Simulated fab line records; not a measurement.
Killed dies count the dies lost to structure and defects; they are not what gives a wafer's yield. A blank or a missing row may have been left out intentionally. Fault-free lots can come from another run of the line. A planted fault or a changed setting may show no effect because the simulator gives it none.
The tool behind it: which one? | flow berkeley_cmos170 | Sampling: 14 lots, 42 wafers, 7 of 331 route steps

WHAT EACH GAUGE READ, for each wafer
UCB170_FIELD_THK_MEAS_91.
lot  | measured     | on            | FIELD_OXIDE_LEFT_2_THK (nm)
L471 | day 6 01:20  | film_metro-04 | 344 338 340
L474 | day 7 02:49  | film_metro-03 | 365 361 361
L475 | day 7 03:10  | film_metro-04 | 353 358 357
L476 | day 7 14:59  | film_metro-04 | 356 357 358
L478 | day 7 15:01  | film_metro-01 | 358 346 358
L481 | day 7 21:19  | film_metro-04 | 358 357 347
L479 | day 7 21:41  | film_metro-04 | 348 341 342
L485 | day 9 12:17  | film_metro-04 | 354 362 351
L486 | day 10 01:08 | film_metro-03 | 341 333 334
L488 | day 10 01:29 | film_metro-04 | 337 348 346
L490 | day 11 02:51 | film_metro-01 | 335 333 339
L491 | day 11 08:32 | film_metro-03 | 332 337 342
L493 | day 11 15:00 | film_metro-03 | 331 328 330
L492 | day 11 15:17 | film_metro-01 | 335 330 332

UCB170_NLDD_OVL_MEAS_07.
lot  | measured     | on         | NLDD_OVL (nm)
L471 | day 6 23:37  | overlay-01 | 3 -7 -12
L474 | day 8 02:44  | overlay-02 | -10 -6 -5
L475 | day 8 02:56  | overlay-02 | -1 3 0
L476 | day 8 08:16  | overlay-02 | 1 3 -2
L478 | day 8 08:46  | overlay-01 | 3 3 4
L481 | day 8 16:02  | overlay-01 | -7 -4 -5
L479 | day 8 20:16  | overlay-01 | 1 -1 1
L485 | day 10 09:26 | overlay-01 | -4 -3 -3
L486 | day 11 01:39 | overlay-01 | 1 -9 -7
L488 | day 11 01:32 | overlay-01 | -5 3 -4
L490 | day 11 18:21 | overlay-02 | -10 -12 -7
L491 | day 11 23:04 | overlay-02 | -6 -5 -10
L493 | day 12 13:19 | overlay-02 | 1 6 13
L492 | day 12 13:40 | overlay-02 | -2 0 0

UCB170_PSD_TW_MEAS_10.
lot  | measured     | on            | PSD_TW
L471 | day 7 08:58  | film_metro-04 | 2350 2363 2359
L474 | day 8 11:50  | film_metro-04 | 2344 2345 2338
L475 | day 8 12:06  | film_metro-02 | 2302 2300 2299
L476 | day 8 17:02  | film_metro-02 | 1900 1904 1909
L478 | day 8 17:19  | film_metro-01 | 2322 2319 2342
L481 | day 9 07:55  | film_metro-04 | 2357 2347 2348
L479 | day 9 08:46  | film_metro-01 | 1926 1925 1940
L485 | day 10 19:49 | film_metro-04 | 2363 2343 2351
L486 | day 11 08:14 | film_metro-04 | 2346 2351 2348
L488 | day 11 08:19 | film_metro-02 | 2303 2305 2293
L490 | day 12 01:56 | film_metro-01 | 2332 2328 2330
L491 | day 12 07:26 | film_metro-04 | 2355 2356 2354
L493 | day 12 21:58 | film_metro-04 | 2363 2345 2356
L492 | day 12 22:26 | film_metro-04 | 2351 2349 2357

UCB170_SDANNEAL_RS_MEAS_02: measures by four-point-probe.
lot  | measured     | on            | PSD_RS (ohm/sq)
L471 | day 7 12:16  | film_metro-04 | 75.8 75.8 75.7
L474 | day 8 15:12  | film_metro-02 | 76.0 75.3 75.5
L475 | day 8 15:33  | film_metro-01 | 74.9 74.8 74.8
L476 | day 8 22:14  | film_metro-01 | 113.4 112.7 113.6
L478 | day 8 22:32  | film_metro-04 | 75.3 75.4 75.4
L481 | day 9 11:25  | film_metro-02 | 75.4 75.3 75.0
L479 | day 9 12:20  | film_metro-02 | 113.4 113.9 113.6
L485 | day 11 01:15 | film_metro-02 | 75.8 75.7 75.5
L486 | day 11 11:19 | film_metro-02 | 75.5 75.4 74.9
L488 | day 11 11:44 | film_metro-01 | 75.7 75.3 75.5
L490 | day 12 05:47 | film_metro-01 | 75.2 75.2 75.3
L491 | day 12 12:41 | film_metro-04 | 75.6 75.4 75.1
L493 | day 13 01:20 | film_metro-01 | 75.5 75.9 75.4
L492 | day 13 02:05 | film_metro-01 | 75.5 75.3 75.0

UCB170_SDANNEAL_RS_MEAS_03: measures by four-point-probe.
lot  | measured     | on            | NSD_RS (ohm/sq)
L471 | day 7 12:23  | film_metro-04 | 37.24 37.26 37.32
L474 | day 8 15:19  | film_metro-02 | 37.21 37.34 37.26
L475 | day 8 15:40  | film_metro-01 | 37.10 37.14 37.30
L476 | day 8 22:21  | film_metro-01 | 37.35 37.23 37.23
L478 | day 8 22:39  | film_metro-04 | 37.28 37.23 37.16
L481 | day 9 11:32  | film_metro-02 | 37.45 37.41 37.33
L479 | day 9 12:27  | film_metro-02 | 37.30 37.33 37.24
L485 | day 11 01:22 | film_metro-02 | 37.16 37.09 37.11
L486 | day 11 11:26 | film_metro-02 | 37.22 36.99 37.20
L488 | day 11 11:51 | film_metro-01 | 37.20 37.29 37.24
L490 | day 12 05:54 | film_metro-01 | 37.39 37.33 37.31
L491 | day 12 12:49 | film_metro-04 | 37.33 37.30 37.33
L493 | day 13 01:27 | film_metro-01 | 37.12 37.20 37.16
L492 | day 13 02:13 | film_metro-01 | 37.28 37.21 37.26

WHICH TOOL RAN EACH LOT (tool, then ch and the chambers of the sampled wafers, then the start)
lot  | UCB170_PSD_IMPLANT_08           | UCB170_PSD_STRIP_09
L471 | implanter-02 ch 0, day 7 08:43  | plasma_asher-03 ch 0,1, day 7 08:52
L474 | implanter-02 ch 0, day 8 11:37  | plasma_asher-01 ch 0,1, day 8 11:45
L475 | implanter-03 ch 0, day 8 11:51  | plasma_asher-03 ch 0,1, day 8 12:00
L476 | implanter-02 ch 0, day 8 16:47  | plasma_asher-01 ch 0,1, day 8 16:56
L478 | implanter-01 ch 0, day 8 17:06  | plasma_asher-03 ch 0,1, day 8 17:13
L481 | implanter-03 ch 0, day 9 07:41  | plasma_asher-03 ch 0,1, day 9 07:49
L479 | implanter-02 ch 0, day 9 08:31  | plasma_asher-01 ch 0,1, day 9 08:40
L485 | implanter-01 ch 0, day 10 19:34 | plasma_asher-01 ch 0,1, day 10 19:43
L486 | implanter-01 ch 0, day 11 07:53 | plasma_asher-03 ch 0,1, day 11 08:08
L488 | implanter-03 ch 0, day 11 08:04 | plasma_asher-04 ch 0,1, day 11 08:13
L490 | implanter-02 ch 0, day 12 01:43 | plasma_asher-03 ch 0,1, day 12 01:50
L491 | implanter-03 ch 0, day 12 07:13 | plasma_asher-04 ch 0,1, day 12 07:20
L493 | implanter-02 ch 0, day 12 21:44 | plasma_asher-04 ch 0,1, day 12 21:51
L492 | implanter-03 ch 0, day 12 22:13 | plasma_asher-01 ch 0,1, day 12 22:20
- UCB170_PSD_IMPLANT_08
- UCB170_PSD_STRIP_09: strips in O2.

WHAT THE TOOLS THEMSELVES READ (means of the sampled wafers that have a number; where no wafer has one, the mark that the record gives instead)
UCB170_PSD_IMPLANT_08.
lot  | tool         | dose_ions_cm2 | end_station_pressure_torr (Torr) | faraday_current_uA
L471 | implanter-02 | 3e+15         | 1.29e-05                         | 9140
L474 | implanter-02 | 3e+15         | 1.24e-05                         | 9142
L475 | implanter-03 | 3e+15         | 1.30e-05                         | 9059
L476 | implanter-02 | 2e+15         | 9.07e-06                         | 5189
L478 | implanter-01 | 3e+15         | 1.26e-05                         | 9138
L481 | implanter-03 | 3e+15         | 1.30e-05                         | 9216
L479 | implanter-02 | 2e+15         | 8.87e-06                         | 5112
L485 | implanter-01 | 3e+15         | 1.23e-05                         | 9209
L486 | implanter-01 | 3e+15         | 1.28e-05                         | 9077
L488 | implanter-03 | 3e+15         | 1.26e-05                         | 9221
L490 | implanter-02 | 3e+15         | 1.20e-05                         | 9311
L491 | implanter-03 | 3e+15         | 1.32e-05                         | 9477
L493 | implanter-02 | 3e+15         | 1.21e-05                         | 9117
L492 | implanter-03 | 3e+15         | 1.26e-05                         | 9249

UCB170_PSD_STRIP_09.
lot  | tool            | drypump_motor_current_A (A) | oes_product_au (a.u.) | strip_time_to_endpoint_s (s)
L471 | plasma_asher-03 | 5.3                         | 0.602                 | 29.44
L474 | plasma_asher-01 | 6.0                         | 0.601                 | 29.31
L475 | plasma_asher-03 | 5.3                         | 0.602                 | 29.53
L476 | plasma_asher-01 | 6.0                         | 0.689                 | 23.60
L478 | plasma_asher-03 | 5.3                         | 0.601                 | 29.50
L481 | plasma_asher-03 | 5.8                         | 0.599                 | 29.50
L479 | plasma_asher-01 | 6.0                         | 0.690                 | 23.55
L485 | plasma_asher-01 | 6.0                         | 0.599                 | 29.45
L486 | plasma_asher-03 | 5.2                         | 0.598                 | 29.45
L488 | plasma_asher-04 | 5.5                         | 0.600                 | 29.33
L490 | plasma_asher-03 | 5.8                         | 0.604                 | 29.41
L491 | plasma_asher-04 | 5.5                         | 0.598                 | 29.42
L493 | plasma_asher-04 | 6.1                         | 0.601                 | 29.40
L492 | plasma_asher-01 | 6.0                         | 0.594                 | 29.52

THE ANSWER, worked out from the rows above alone
Rule: the lots themselves supply what counts as usual. The widest of any qualifying gaps counts: lots, ordered by their means at a reading, are off when they make up no more than a third of the lots, leave a main group of 4 or more, and stand apart from it by 3 or more times the standard deviation of that group's means. A main group is skipped when, at the precision printed for the reading in the tables above, its means are all equal. A lot without any number at a reading at which 4 lots or more have one is off too. Any other lot the step has rows for is counted as sound. After the gauges, taken in route order, come the tools' own readings; for these a lot's mean is taken, as printed above. The first step at which some lot is off is used, and at that step the reading that is off furthest; a lot without a number counts as furthest.
Off: at UCB170_PSD_TW_MEAS_10 (PSD_TW), L476, L479. The main group: mean 2339, standard deviation 20.
A tool fits if, at a process step before that reading, it ran every lot that is off, and no sound lot after the first of them. The gauges at UCB170_PSD_TW_MEAS_10 aren't tried: what is off there is off at UCB170_PSD_IMPLANT_08 too, on other tools, and a gauge's error can't cause that. Not one of the candidates tried fits.

WHAT THE SIMULATOR PUT IN
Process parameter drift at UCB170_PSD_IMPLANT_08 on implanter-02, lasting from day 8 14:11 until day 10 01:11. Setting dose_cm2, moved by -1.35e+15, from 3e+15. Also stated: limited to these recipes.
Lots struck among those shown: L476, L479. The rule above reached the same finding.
